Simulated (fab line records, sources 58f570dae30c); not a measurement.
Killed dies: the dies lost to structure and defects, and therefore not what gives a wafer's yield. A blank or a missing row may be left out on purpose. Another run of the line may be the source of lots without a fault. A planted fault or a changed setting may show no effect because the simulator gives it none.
What tool caused it? -- flow berkeley-cmos170 -- at 1 step of a route of 331, 14 lots with 42 wafers sampled

WHAT THE GAUGES READ, wafer by wafer
UCB170_GATE_THK_MEAS_02. Usual: GATE_OXIDE_THK typically reads 6.57 nm, with standard deviation 0.13.
lot,measured,on,GATE_OXIDE_THK (nm),flag
L135,day 7 06:51,film-metro-04,6.38 6.32 6.23,
L136,day 7 12:32,film-metro-01,6.45 6.56 6.55,
L137,day 7 20:02,film-metro-03,6.43 6.42 6.51,
L138,day 7 20:03,film-metro-01,6.58 6.64 6.55,
L139,day 7 20:04,film-metro-04,6.25 6.31 6.46,
L143,day 8 04:03,film-metro-04,6.70 6.55 6.58,
L140,day 8 04:04,film-metro-03,6.48 6.56 6.38,
L144,day 8 18:45,film-metro-03,6.52 6.54 6.66,
L146,day 9 05:20,film-metro-03,6.64 6.68 6.62,
L152,day 10 16:37,film-metro-03,6.69 6.52 6.71,
L154,day 10 16:38,film-metro-04,6.49 6.41 6.51,
L153,day 10 16:41,film-metro-04,6.54 6.42 6.32,
L156,day 11 14:48,film-metro-01,6.51 6.52 6.46,
L158,day 12 01:47,film-metro-03,6.35 6.48 6.45,

TOOL THAT RAN EACH LOT (tool first, then ch and the chambers of the sampled wafers, then the start)
There is no process step in the record ahead of these readings.

WHAT THE TOOLS THEMSELVES READ (means of the sampled wafers that have a number; where no wafer has one, the mark that the record gives instead)
The record holds no such reading with a usual standard deviation.

THE ANSWER, worked out from the rows above alone
Rule: take the mean of a lot's wafers that have a number; if it is more than 3 standard deviations from the usual mean, the lot is off. Also off: a lot with no number at a reading for which 4 or more lots have one. Where the step has rows for the other lots, those lots are counted as sound. First the gauges in route order, then the tools' own readings, where a lot's mean is used as printed above. At the first step where some lot is off, the reading lying furthest off is the one used; lots without a number count as furthest.
Nothing can be told from this: no lot is off at any reading shown.

WHAT THE SIMULATOR PUT IN
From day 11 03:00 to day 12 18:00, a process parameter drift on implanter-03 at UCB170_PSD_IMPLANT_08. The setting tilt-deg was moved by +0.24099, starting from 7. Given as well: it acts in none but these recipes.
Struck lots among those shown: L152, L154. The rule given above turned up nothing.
